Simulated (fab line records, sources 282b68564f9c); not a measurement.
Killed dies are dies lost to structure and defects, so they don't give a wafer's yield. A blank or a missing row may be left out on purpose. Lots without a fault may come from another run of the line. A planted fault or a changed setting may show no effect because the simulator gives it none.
fab line records | flow rit_cmos
record lots=14 wafers=40 last_day=8
route steps=202 shown PSD@148 NSD@158 M1@184
lots that met no fault: from a run of the same line without faults
start_h: hours from the record's first day to the start of the lot's first wafer shown | wait_h: hours since the lot's step before | " the same as in the row above | L1.1+2: a row that stands for several wafers | - no value, or no start given | * or withheld: withheld | < > ~ a bound
route shown NAME@n: a module of which the file shows steps, and the number in the route of the first | usual: mean/standard deviation of fault-free wafers | same: alike in all rows | chamber/n: place in a boat | sites: the reading at each site | _std_site: their standard deviation | _edge_site: outer sites' mean less inner sites' | radius_mm: how far each site lies from the wafer's centre | mask NAME#n: copy n | behind: the tool/chamber that last shaped the wafer | hold: why the lot was held/for how many hours/how that ended | device: the transistor (n, p or np) that didn't switch | end of line: the same wafers' tests at the end of the route | a step without rows: its recipe alone | killed: dies lost to structure and defects at the first sort, not the wafer's yield | map: a wafer's dies, x killed, . not, _ none there
set.NAME: the setting as run; set.NAME@STEP: as run at that earlier step | model.NAME: the simulator's own value behind a step, which no gauge read
steps of the route over a sample of lots; a table a step, a row a wafer
services: from which hour (start_h, from the record's first day; less than 0 if before it) a tool's chamber was out of use, for how many hours, and why
## steps
# step RIT_PSD_OVL_MEAS_06
# usual PSD_OVL=0.8/1.2
# columns lot.wafer tool chamber start_h wait_h PSD_OVL[nm]
L969.2 overlay-02 - 59.55 - 1.4
L969.4 " - " " 0.6
L969.6 " - " " 1.0
L970.2 overlay-01 - 61.15 - -1.2
L970.4 " - " " 0.3
L970.5 " - " " 1.1
L971.3 overlay-02 - 61.54 - -0.9
L971.4 " - " " -0.6
L971.5 " - " " 0.5
L973.4 overlay-02 - 80.22 - -0.3
L973.5 " - " " 0.5
L973.6 " - " " 0.0
L974.3 overlay-02 - 83.03 - 1.3
L974.4 " - " " 0.4
L974.5 " - " " 2.1
L976.1 overlay-01 - 85.42 - 1.4
L976.4 " - " " 0.6
L976.5 " - " " 2.6
L977.3 overlay-02 - 96.48 - -0.5
L977.4 " - " " -2.8
L977.5 " - " " 0.3
L978.2 overlay-02 - 101.70 - 1.1
L978.3 " - " " 1.5
L978.4 " - " " 0.8
L984.6 overlay-01 - 130.33 - 3.0
L985.1 overlay-01 - 134.02 - -0.1
L985.4 " - " " -0.2
L985.5 " - " " 0.7
L986.1 overlay-02 - 136.31 - 0.9
L986.2 " - " " 0.6
L986.5 " - " " 1.1
L988.3 overlay-02 - 151.42 - -0.6
L988.4 " - " " -0.2
L988.6 " - " " 0.7
L990.1 overlay-02 - 168.01 - 0.3
L990.2 " - " " -1.9
L990.6 " - " " -0.8
L992.3 overlay-01 - 177.45 - 2.3
L992.5 " - " " 1.3
L992.6 " - " " 1.8
# step RIT_SDANNEAL_RS_MEAS_05
# recipe thk_meas_gauge=four-point-probe
# usual NSD_RS=84.39/0.23
# columns lot.wafer tool chamber start_h wait_h NSD_RS[ohm/sq]
L969.2 film_metro-03 - 60.73 0.1 84.73
L969.4 " - " " 84.73
L969.6 " - " " 84.47
L970.2 film_metro-03 - 62.30 0.1 84.36
L970.4 " - " " 84.12
L970.5 " - " " 84.33
L971.3 film_metro-04 - 62.72 0.1 84.35
L971.4 " - " " 84.67
L971.5 " - " " 84.62
L973.4 film_metro-01 - 81.38 0.1 84.57
L973.5 " - " " 84.50
L973.6 " - " " 84.54
L974.3 film_metro-03 - 84.33 0.1 84.58
L974.4 " - " " 84.57
L974.5 " - " " 84.29
L976.1 film_metro-03 - 86.78 0.1 84.08
L976.4 " - " " 84.41
L976.5 " - " " 84.59
L977.3 film_metro-04 - 97.66 0.1 84.20
L977.4 " - " " 84.26
L977.5 " - " " 84.48
L978.2 film_metro-03 - 102.83 0.1 84.45
L978.3 " - " " 84.42
L978.4 " - " " 84.60
L984.6 film_metro-04 - 131.69 0.1 84.37
L985.1 film_metro-01 - 135.14 0.1 84.27
L985.4 " - " " 84.04
L985.5 " - " " 84.60
L986.1 film_metro-04 - 137.61 0.1 84.22
L986.2 " - " " 84.38
L986.5 " - " " 84.61
L988.3 film_metro-01 - 152.74 0.1 84.59
L988.4 " - " " 84.50
L988.6 " - " " 84.67
L990.1 film_metro-04 - 169.12 0.1 84.29
L990.2 " - " " 84.15
L990.6 " - " " 84.28
L992.3 film_metro-01 - 178.94 0.1 84.66
L992.5 " - " " 84.62
L992.6 " - " " 84.63
# step RIT_M1_SPUTTER_00
# recipe material=Al target_thk_nm=400 power_w=2000 chamber_pressure_pa=0.4 gas=Ar time_s=500 substrate_temp_c=25
# usual throttle_valve_pct=30.6/0.85
# columns lot.wafer tool chamber start_h wait_h throttle_valve_pct
L969.2 pvd_sputter-02 - 63.85 0.0 30.5
L969.4 " - " " 31.4
L969.6 " - " " 30.6
L970.2 pvd_sputter-03 - 65.52 0.0 30.3
L970.4 " - " " 29.6
L970.5 " - " " 30.5
L971.3 pvd_sputter-01 - 65.93 0.0 30.2
L971.4 " - " " 29.5
L971.5 " - " " 30.3
L973.4 pvd_sputter-02 - 85.00 0.1 30.1
L973.5 " - " " 31.8
L973.6 " - " " 31.6
L974.3 pvd_sputter-01 - 87.56 0.0 31.8
L974.4 " - " " 30.3
L974.5 " - " " 30.5
L976.1 pvd_sputter-03 - 89.89 0.0 29.9
L976.4 " - " " 29.4
L976.5 " - " " 29.8
L977.3 pvd_sputter-01 - 100.73 0.0 30.3
L977.4 " - " " 31.6
L977.5 " - " " 29.4
L978.2 pvd_sputter-02 - 106.06 0.0 31.7
L978.3 " - " " 29.9
L978.4 " - " " 31.7
L984.6 pvd_sputter-02 - 135.01 0.1 30.0
L985.1 pvd_sputter-02 - 138.54 0.0 31.8
L985.4 " - " " 29.7
L985.5 " - " " 31.5
L986.1 pvd_sputter-01 - 140.73 0.0 30.7
L986.2 " - " " 29.6
L986.5 " - " " 32.0
L988.3 pvd_sputter-03 - 156.12 0.0 29.4
L988.4 " - " " 29.4
L988.6 " - " " 29.8
L990.1 pvd_sputter-03 - 172.36 0.0 29.6
L990.2 " - " " 30.2
L990.6 " - " " 29.6
L992.3 pvd_sputter-03 - 182.21 0.0 29.4
L992.5 " - " " 29.5
L992.6 " - " " 29.5
# step RIT_M1_RS_MEAS_01
# recipe thk_meas_gauge=four-point-probe reads=Al_of_M1_SPUTTER_00
# usual M1_AL_RS=0.0732/0.0011
# columns lot.wafer tool chamber start_h wait_h M1_AL_RS[ohm/sq]
L969.2 film_metro-01 - 64.16 0.2 0.0730
L969.4 " - " " 0.0715
L969.6 " - " " 0.0726
L970.2 film_metro-03 - 65.87 0.2 0.0743
L970.4 " - " " 0.0741
L970.5 " - " " 0.0743
L971.3 film_metro-04 - 66.26 0.2 0.0724
L971.4 " - " " 0.0747
L971.5 " - " " 0.0735
L973.4 film_metro-04 - 85.20 0.1 0.0743
L973.5 " - " " 0.0724
L973.6 " - " " 0.0732
L974.3 film_metro-03 - 87.89 0.2 0.0722
L974.4 " - " " 0.0715
L974.5 " - " " 0.0731
L976.1 film_metro-04 - 90.19 0.1 0.0761
L976.4 " - " " 0.0737
L976.5 " - " " 0.0751
L977.3 film_metro-04 - 101.07 0.2 0.0716
L977.4 " - " " 0.0722
L977.5 " - " " 0.0739
L978.2 film_metro-03 - 106.41 0.2 0.0737
L978.3 " - " " 0.0746
L978.4 " - " " 0.0728
L984.6 film_metro-03 - 135.26 0.1 0.0834
L985.1 film_metro-04 - 138.83 0.1 0.0722
L985.4 " - " " 0.0840
L985.5 " - " " 0.0736
L986.1 film_metro-01 - 141.03 0.1 0.0724
L986.2 " - " " 0.0737
L986.5 " - " " 0.0723
L988.3 film_metro-03 - 156.45 0.2 0.0735
L988.4 " - " " 0.0746
L988.6 " - " " 0.0736
L990.1 film_metro-04 - 172.66 0.1 0.0750
L990.2 " - " " 0.0742
L990.6 " - " " 0.0748
L992.3 film_metro-01 - 182.54 0.2 0.0740
L992.5 " - " " 0.0743
L992.6 " - " " 0.0740
# step RIT_M1_THK_MEAS_02
# recipe thk_meas_gauge=xrf reads=Al_of_M1_SPUTTER_00
# usual M1_AL_THK=401/6.4
# columns lot.wafer tool chamber start_h wait_h M1_AL_THK[nm]
L969.2 film_metro-01 - 64.27 0.1 399
L969.4 " - " " 407
L969.6 " - " " 399
L970.2 film_metro-03 - 65.98 0.1 396
L970.4 " - " " 400
L970.5 " - " " 396
L971.3 film_metro-04 - 66.36 0.1 403
L971.4 " - " " 390
L971.5 " - " " 396
L973.4 film_metro-04 - 85.29 0.1 395
L973.5 " - " " 403
L973.6 " - " " 400
L974.3 film_metro-03 - 87.99 0.1 408
L974.4 " - " " 413
L974.5 " - " " 404
L976.1 film_metro-04 - 90.31 0.1 384
L976.4 " - " " 398
L976.5 " - " " 392
L977.3 film_metro-04 - 101.17 0.1 411
L977.4 " - " " 403
L977.5 " - " " 396
L978.2 film_metro-03 - 106.52 0.1 401
L978.3 " - " " 396
L978.4 " - " " 405
L984.6 film_metro-03 - 135.33 0.1 354
L985.1 film_metro-04 - 138.95 0.1 404
L985.4 " - " " 350
L985.5 " - " " 399
L986.1 film_metro-01 - 141.15 0.1 401
L986.2 " - " " 396
L986.5 " - " " 401
L988.3 film_metro-03 - 156.55 0.1 402
L988.4 " - " " 394
L988.6 " - " " 401
L990.1 film_metro-04 - 172.78 0.1 390
L990.2 " - " " 396
L990.6 " - " " 388
L992.3 film_metro-01 - 182.64 0.1 395
L992.5 " - " " 391
L992.6 " - " " 392
# step RIT_M1_OVL_MEAS_10
# usual M1_OVL=-0.5/1.8
# columns lot.wafer tool chamber start_h wait_h M1_OVL[nm]
L969.2 overlay-01 - 65.33 0.1 -1.3
L969.4 " - " " -3.9
L969.6 " - " " -1.9
L970.2 overlay-01 - 67.16 0.1 0.2
L970.4 " - " " 0.4
L970.5 " - " " -0.1
L971.3 overlay-01 - 67.54 0.1 -2.8
L971.4 " - " " -1.4
L971.5 " - " " -2.9
L973.4 overlay-01 - 86.69 0.1 1.5
L973.5 " - " " 0.4
L973.6 " - " " 1.4
L974.3 overlay-01 - 89.32 0.1 -3.5
L974.4 " - " " -2.9
L974.5 " - " " -2.5
L976.1 overlay-01 - 91.49 0.1 -0.9
L976.4 " - " " -1.4
L976.5 " - " " -1.9
L977.3 overlay-01 - 102.47 0.1 0.5
L977.4 " - " " -0.5
L977.5 " - " " -1.5
L978.2 overlay-02 - 107.61 0.1 2.5
L978.3 " - " " 2.1
L978.4 " - " " 1.7
L984.6 overlay-01 - 136.37 0.0 1.3
L985.1 overlay-01 - 140.18 0.1 -2.0
L985.4 " - " " -1.6
L985.5 " - " " -1.3
L986.1 overlay-01 - 142.21 0.1 -4.4
L986.2 " - " " -2.1
L986.5 " - " " -1.9
L988.3 overlay-02 - 157.60 0.1 1.6
L988.4 " - " " -1.4
L988.6 " - " " 0.2
L990.1 overlay-02 - 173.96 0.1 2.8
L990.2 " - " " 0.9
L990.6 " - " " 1.9
L992.3 overlay-01 - 183.75 0.1 4.2
L992.5 " - " " 2.3
L992.6 " - " " 1.5
# step RIT_M1_METAL_ETCH_12
# recipe stop_on=SiO2 chemistry=Cl2/BCl3 target=Al time_s=165 over_etch_frac=0.5 pressure_mtorr=100 target_depth_a=6000 rf_w=250 Cl2_flow_sccm=60 bcl3_flow_sccm=50
# usual bcl3_flow_sccm=50.00/0.13 drypump_motor_current_A=5.5/0.46 he_backside_leak_sccm=3.4/0.36 oes_product_au=0.781/0.01 throttle_valve_pct=8.27/0.12
# columns lot.wafer tool chamber start_h wait_h bcl3_flow_sccm drypump_motor_current_A he_backside_leak_sccm oes_product_au rf_hours_counter_h throttle_valve_pct
L969.2 rie_metal-02 0 65.61 0.2 50.21 5.7 3.4 0.777 4 8.14
L969.4 " 0 " " 49.97 5.7 3.3 0.790 - 8.13
L969.6 " 1 " " 50.07 5.7 3.5 0.776 - 8.46
L970.2 rie_metal-04 0 67.44 0.2 49.89 4.8 3.5 0.787 32 8.15
L970.4 " 1 " " 50.09 4.8 3.1 0.782 - 8.25
L970.5 " 0 " " 49.94 4.8 3.5 0.782 - 8.16
L971.3 rie_metal-01 0 67.87 0.2 49.87 5.8 3.2 0.791 - 8.29
L971.4 " 1 " " 49.97 6.0 3.8 0.770 - 8.29
L971.5 " 1 " " 50.29 6.0 3.8 0.780 - 8.28
L973.4 rie_metal-04 1 87.01 0.1 50.02 4.8 3.5 0.788 - 8.25
L973.5 " 1 " " 49.89 4.8 3.3 0.795 - 8.26
L973.6 " 0 " " 49.90 4.9 5.4 0.795 - 8.15
L974.3 rie_metal-02 0 89.64 0.2 49.94 5.7 3.2 0.780 - 8.11
L974.4 " 1 " " 49.93 5.7 3.5 0.786 - 8.46
L974.5 " 1 " " 50.04 5.7 3.4 0.766 - 8.47
L976.1 rie_metal-02 0 91.78 0.2 50.20 5.7 3.3 0.754 5 8.13
L976.4 " 1 " " 50.19 5.7 3.5 0.774 - 8.47
L976.5 " 0 " " 49.96 5.7 3.2 0.765 - 8.13
L977.3 rie_metal-01 1 102.80 0.2 49.99 6.0 3.7 0.785 - 8.29
L977.4 " 0 " " 49.93 5.8 3.1 0.798 - 8.28
L977.5 " 0 " " 49.93 5.8 3.2 0.780 - 8.30
L978.2 rie_metal-04 0 108.03 0.2 49.99 4.9 3.6 0.788 32 8.15
L978.3 " 0 " " 49.91 4.8 3.4 0.779 - 8.16
L978.4 " 1 " " 50.26 4.8 3.4 0.790 - 8.24
L984.6 rie_metal-02 1 136.85 0.1 50.04 5.7 3.6 0.722 - 8.47
L985.1 rie_metal-01 0 140.47 0.2 50.01 5.8 3.0 0.804 1 8.29
L985.4 " 0 " " 50.09 5.7 3.0 0.734 - 8.31
L985.5 " 0 " " 50.07 5.8 3.1 0.784 - 8.30
L986.1 rie_metal-02 1 142.49 0.2 50.26 5.7 3.5 0.783 5 8.45
L986.2 " 0 " " 49.92 5.7 3.3 0.773 5 8.12
L986.5 " 1 " " 49.81 5.7 3.5 0.773 - 8.46
L988.3 rie_metal-04 1 157.93 0.2 49.88 4.8 3.2 0.767 - 8.24
L988.4 " 0 " " 49.92 4.8 3.5 0.758 - 8.18
L988.6 " 0 " " 49.83 4.8 3.5 0.766 - 8.16
L990.1 rie_metal-01 0 174.25 0.2 49.84 5.8 3.1 0.778 2 8.30
L990.2 " 1 " " 49.82 6.0 3.5 0.768 2 8.28
L990.6 " 1 " " 49.76 6.0 3.6 0.771 - 8.28
L992.3 rie_metal-02 1 184.08 0.2 50.01 5.7 3.6 0.774 - 8.47
L992.5 " 0 " " 49.97 5.7 3.3 0.773 - 8.12
L992.6 " 1 " " 49.95 5.7 3.2 0.770 - 8.47
# step RIT_M1_PROBE_99
# usual killed_at_M0_to_M3=0.0/0.2 killed_at_contacts=0.1/0.31 killed_at_front_end=7/3 killed_dies=7/3 killed_open=3.8/2.1 killed_short=3.6/1.9
# same gross_dies=264 killed_at_M4_up=0 killed_at_back_side=0 killed_at_other=0
# columns lot.wafer tool chamber start_h wait_h killed_at_M0_to_M3 killed_at_contacts killed_at_front_end killed_dies killed_open killed_short
L978.2 prober-02 - 110.35 0.1 1 0 7 8 5 3
L978.3 prober-02 - 110.40 0.2 0 0 6 6 1 5
L978.4 prober-02 - 110.45 0.2 0 0 5 5 2 3
L984.6 prober-02 - 139.26 0.2 0 1 28 29 5 0
# killed by level:class
L978.2 REOX:geometric_particle:short=2 FOX2:geometric_particle:open=1 GATE:geometric_particle:open=1 REOX:geometric_particle:open=1 SPACER:geometric_particle:open=1 SILICIDE:geometric_particle:open=1 M1:geometric_particle:short=1
L978.3 GATE:geometric_particle:short=3 SPACER:geometric_particle:short=2 GATE:geometric_particle:open=1
L978.4 SPACER:geometric_particle:short=2 GATE:geometric_particle:short=1 GATE:geometric_particle:open=1 SPACER:geometric_particle:open=1
L984.6 REOX:unspecified=24 FOX2:geometric_particle:open=2 GATE:geometric_particle:open=1 SPACER:geometric_particle:open=1 CONTACT:geometric_particle:open=1
## services
# columns tool chamber start_h hours kind
pvd_sputter-03 - 55.81 3.4 repair
pvd_sputter-03 - 59.01 6.0 repair
rie_metal-01 - 64.45 1.4 pm
rie_metal-01 - 70.65 28.1 pm
pvd_sputter-03 - 107.04 37.1 repair
rie_metal-01 - 116.02 2.8 pm
rie_metal-04 - 136.12 20.0 pm
rie_metal-04 0 136.12 20.0 vent_cycle
rie_metal-04 1 136.12 20.0 vent_cycle
pvd_sputter-01 - 141.84 0.8 repair
pvd_sputter-01 - 153.88 5.6 repair
rie_metal-04 0 156.12 - clean
rie_metal-04 1 156.12 - clean
## key
first_sign step=RIT_M1_RS_MEAS_01 reading=M1_AL_RS direction=up sigmas=9.5 usual=0.0732 struck=0.0837
effect step=RIT_M1_THK_MEAS_02 reading=M1_AL_THK direction=down sigmas=7.6 usual=401 struck=352
effect step=RIT_M1_METAL_ETCH_12 reading=oes_product_au direction=down sigmas=5.2 usual=0.781 struck=0.728
met_at RIT_M1_SPUTTER_00
struck_lots L984,L985
struck_wafers L984.6,L985.4
tester_left_out L984
not_acting_at RIT_PSD_OVL_MEAS_06,RIT_SDANNEAL_RS_MEAS_05,RIT_M1_OVL_MEAS_10
onset_between 106.06 135.01
earlier_fault kind=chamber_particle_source tool=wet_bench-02 chamber=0 onset_h=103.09 steps=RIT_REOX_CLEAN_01 rate_per_visit_cm2=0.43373 end_h=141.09
fault kind=process_parameter_drift tool=pvd_sputter-02 chamber=- onset_h=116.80 steps=RIT_M1_SPUTTER_00 channel=target_thk_nm offset=-48.407 shape=step stated=400 scope=struck_wafers_only
# tester_left_out: of these lots the tester's yield and bins aren't shown, on N5 and GAA mostly nor the transistor test; their killed dies are dies lost to structure and defects alone, not to doping, threshold or leakage, so they don't give the yield
